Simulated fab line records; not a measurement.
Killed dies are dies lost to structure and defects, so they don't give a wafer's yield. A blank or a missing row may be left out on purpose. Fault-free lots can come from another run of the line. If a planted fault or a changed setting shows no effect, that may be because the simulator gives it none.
The tool behind it: which one? | flow berkeley cmos170 | Sampling: 14 lots, 42 wafers, 3 of 331 route steps

## WHAT EACH GAUGE READ, for each wafer
UCB170_START_THK_MEAS_03.
lot  | measured    | on            | START_OXIDE_THK (nm)
L918 | day 2 01:23 | film metro-04 | 20.4 20.2 20.4
L920 | day 2 12:14 | film metro-01 | 20.4 20.6 20.6
L921 | day 2 15:39 | film metro-01 | 20.4 20.5 20.4
L922 | day 2 20:36 | film metro-01 | 20.2 20.4 20.4
L923 | day 3 05:22 | film metro-04 | 19.8 20.0 19.7
L924 | day 3 05:22 | film metro-01 | 20.1 19.8 19.6
L926 | day 3 17:50 | film metro-02 | 20.9 20.7 20.8
L930 | day 4 14:40 | film metro-02 | 20.2 20.1 20.3
L931 | day 4 14:40 | film metro-04 | 19.9 19.9 19.5
L932 | day 4 23:56 | film metro-01 | 19.8 19.6 19.6
L934 | day 5 05:47 | film metro-02 | 20.1 20.2 20.0
L937 | day 6 00:18 | film metro-02 | 19.2 19.5 19.3
L938 | day 6 04:48 | film metro-04 | 19.8 19.6 19.7
L939 | day 6 13:04 | film metro-04 | 19.8 20.0 19.9

UCB170_FIELD_THK_MEAS_90.
lot  | measured     | on            | FIELD_OXIDE_LEFT_1_THK (nm)
L918 | day 6 02:42  | film metro-04 | 465 454 453
L920 | day 6 17:04  | film metro-04 | 462 452 452
L921 | day 6 17:01  | film metro-03 | 453 451 458
L922 | day 6 17:01  | film metro-04 | 462 454 455
L923 | day 7 10:08  | film metro-02 | 471 468 464
L924 | day 7 10:08  | film metro-04 | 452 447 447
L926 | day 8 02:08  | film metro-03 | 442 444 441
L930 | day 8 17:37  | film metro-02 | 426 421 421
L931 | day 8 17:37  | film metro-04 | 420 425 427
L932 | day 9 14:38  | film metro-02 | 425 436 436
L934 | day 9 14:22  | film metro-02 | 437 442 437
L937 | day 10 11:10 | film metro-02 | 453 441 447
L938 | day 10 19:28 | film metro-03 | 440 449 439
L939 | day 10 19:33 | film metro-02 | 437 443 434

UCB170_M1_OVL_MEAS_10.
lot  | measured     | on         | M1_OVL (nm)
L918 | day 9 01:42  | overlay-02 | 1 -2 -3
L920 | day 9 10:50  | overlay-02 | 4 0 7
L921 | day 9 09:23  | overlay-02 | 17 -4 1
L922 | day 9 11:07  | overlay-02 | 2 -3 7
L923 | day 9 22:07  | overlay-01 | -2 5 4
L924 | day 10 01:23 | overlay-01 | 1 -3 0
L926 | day 10 09:56 | overlay-02 | 3 4 5
L930 | day 11 07:43 | overlay-01 | -1 -7 1
L931 | day 11 07:28 | overlay-01 | -1 -3 10
L932 | day 12 03:27 | overlay-01 | 6 1 0
L934 | day 12 03:44 | overlay-02 | 6 3 9
L937 | day 13 01:26 | overlay-01 | 3 1 -3
L938 | day 13 11:10 | overlay-01 | 1 8 5
L939 | day 13 10:21 | overlay-01 | -7 5 -2

## TOOL THAT RAN EACH LOT (tool first, then ch and the chambers of the sampled wafers, then the start)
Record: no process step prior to these readings.

## WHAT THE TOOLS THEMSELVES READ (means of the sampled wafers that have a number; where no wafer has one, the mark that the record gives instead)
The record holds no such reading with a usual standard deviation.

## THE ANSWER, worked out from the rows above alone
Rule: the usual values come from the lots themselves. The widest of any qualifying gaps counts: lots, ordered by their means at a reading, are off when they make up no more than a third of the lots, leave a main group of 4 or more, and stand apart from it by 3 or more times the standard deviation of that group's means. Not used: any main group whose means are identical at the precision the tables above print for the reading. Also off: a lot with no number at a reading for which 4 or more lots have one. Any other lot the step has rows for is counted as sound. The gauges are gone through in route order, then the tools' own readings, and for those a lot's mean is taken as printed above. At the first step where some lot is off, the reading lying furthest off is the one used; lots without a number count as furthest.
None of the lots is off at any reading shown; this tells nothing.

## WHAT THE SIMULATOR HAD PUT IN
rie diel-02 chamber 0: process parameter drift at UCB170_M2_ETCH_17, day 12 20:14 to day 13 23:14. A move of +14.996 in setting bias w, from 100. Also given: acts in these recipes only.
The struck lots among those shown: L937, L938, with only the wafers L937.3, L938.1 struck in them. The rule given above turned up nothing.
